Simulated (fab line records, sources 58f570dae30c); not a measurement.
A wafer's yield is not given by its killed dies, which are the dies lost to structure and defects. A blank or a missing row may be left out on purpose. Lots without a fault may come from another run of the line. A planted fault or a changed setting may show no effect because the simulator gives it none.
Split-lot study ; flow berkeleyCmos170 ; route with 331 steps; 5 lots, 23 wafers read

## ON THE SPLIT
At UCB170_M1_PEB_07, the setting pebTempC was moved away from the recipe's 130 C on 9 of the 23 wafers read, by -2.8% to +2.2%. For the rest of the wafers, this setting stayed at what the recipe calls for.

## FROM THE SPLIT TO THE READING: what the file shows between them, 5 steps
- UCB170_M1_DEVELOP_08: develop time 45 s
- UCB170_M1_CD_MEAS_09: target cd 700 nm
- UCB170_M1_ETCH_11: etches BARC in N2/H2
- UCB170_M1_METAL_ETCH_12: etches Al in Cl2/BCl3, stops on PSG, target depth 780 nm, time 130 s
- UCB170_M1_STRIP_13: strips in O2

## THE READING
At UCB170_M1_CD_MEAS_90: cdNm in nanometres, against a target cd of 700 nm. A value of 701.7 nm with a standard deviation of 2.9 nm is what fault-free wafers of this fab line usually give.

wafer;tool, chamber at the split;pebTempC as run, C;against the recipe;cdNm, nm;against lot-mates on the recipe
L074.1;lithoTrack-03, 0;127.5;-1.9%;716.6;+10.5
L074.2;lithoTrack-03, 0;130;recipe;707.1;-
L074.3;lithoTrack-03, 0;127.5;-1.9%;722.2;+16.1
L074.4;lithoTrack-03, 0;127.5;-1.9%;721.4;+15.3
L074.6;lithoTrack-03, 0;130;recipe;705.1;-
L075.1;lithoTrack-03, 0;130;recipe;701.0;-
L075.2;lithoTrack-03, 0;130;recipe;702.1;-
L075.3;lithoTrack-03, 0;130;recipe;700.1;-
L075.4;lithoTrack-03, 0;130;recipe;697.8;-
L075.6;lithoTrack-03, 0;130;recipe;696.7;-
L077.1;lithoTrack-03, 0;132.9;+2.2%;686.4;-15.9
L077.2;lithoTrack-03, 0;132.9;+2.2%;685.6;-16.7
L077.3;lithoTrack-03, 0;130;recipe;703.8;-
L077.4;lithoTrack-03, 0;130;recipe;700.9;-
L077.6;lithoTrack-03, 0;132.9;+2.2%;684.7;-17.6
L085.4;lithoTrack-03, 0;130;recipe;698.6;-
L085.5;lithoTrack-03, 0;130;recipe;696.9;-
L085.6;lithoTrack-03, 0;130;recipe;697.6;-
L084.1;lithoTrack-01, 0;126.4;-2.8%;730.0;+23.8
L084.2;lithoTrack-01, 0;126.4;-2.8%;735.5;+29.3
L084.3;lithoTrack-01, 0;130;recipe;706.6;-
L084.4;lithoTrack-01, 0;126.4;-2.8%;727.4;+21.2
L084.5;lithoTrack-01, 0;130;recipe;705.8;-

FIT RESULTS
A straight line over all 23 wafers: cdNm changes by -9.17 nm for each +1% of pebTempC; r = -0.96; the points scatter about the line by 3.9 nm.
The same after taking each lot's own level away (the mean of its wafers on the recipe; 23 wafers): -8.09 nm for each +1%; r = -0.98; scatter 2.3 nm.
On that fit, the largest move of pebTempC shifts the reading by 22 nm.
Measured against the standard deviation above, the lots' own levels, which go from 697.70 to 706.20 nm, span 2.9 times it.
So the lot-to-lot level changes the slope: the two fits differ.
Check: for one of the wafers moved furthest among these (-2.8%), held out of the fit, the line's prediction against its lot-mates is +22.4 nm. Against them it came out at +23.8 nm.

## OTHER SPLITS APPLIED TO THESE WAFERS
Before the reading, these wafers also passed through other splits. Each is held against what the fit with the lots' levels taken away leaves over:
other split on the same wafers;wafers away from the commonest value;r with cdNm (lot level and that fit taken away)
UCB170_NSD_STRIP_09 powerW;6;+0.07
UCB170_SILICIDE_SPUTTER_01 timeS;8;-0.07

## THE WHOLE CHAIN: every reading that the file lists as answering this split, in the file's order
step;what it does;reading;change (the file's fit);r (the file's)
UCB170_M1_CD_MEAS_09;target cd 700 nm;cdNm;-9.02 nm for each +1% of the setting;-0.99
UCB170_M1_ETCH_11;etches BARC in N2/H2;M1.cdNm (the simulator's own value, which no gauge read);-9.23 nm for each +1% of the setting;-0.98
UCB170_M1_METAL_ETCH_12;etches Al in Cl2/BCl3, stops on PSG, target depth 780 nm, time 130 s;M1.cdNm (the simulator's own value, which no gauge read);-8.15 nm for each +1% of the setting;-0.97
UCB170_M1_CD_MEAS_90;target cd 700 nm;cdNm;-8.14 nm for each +1% of the setting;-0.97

## FILE'S OWN FIT
cdNm changes by -8.14 nm for each +1% of pebTempC, r = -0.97.
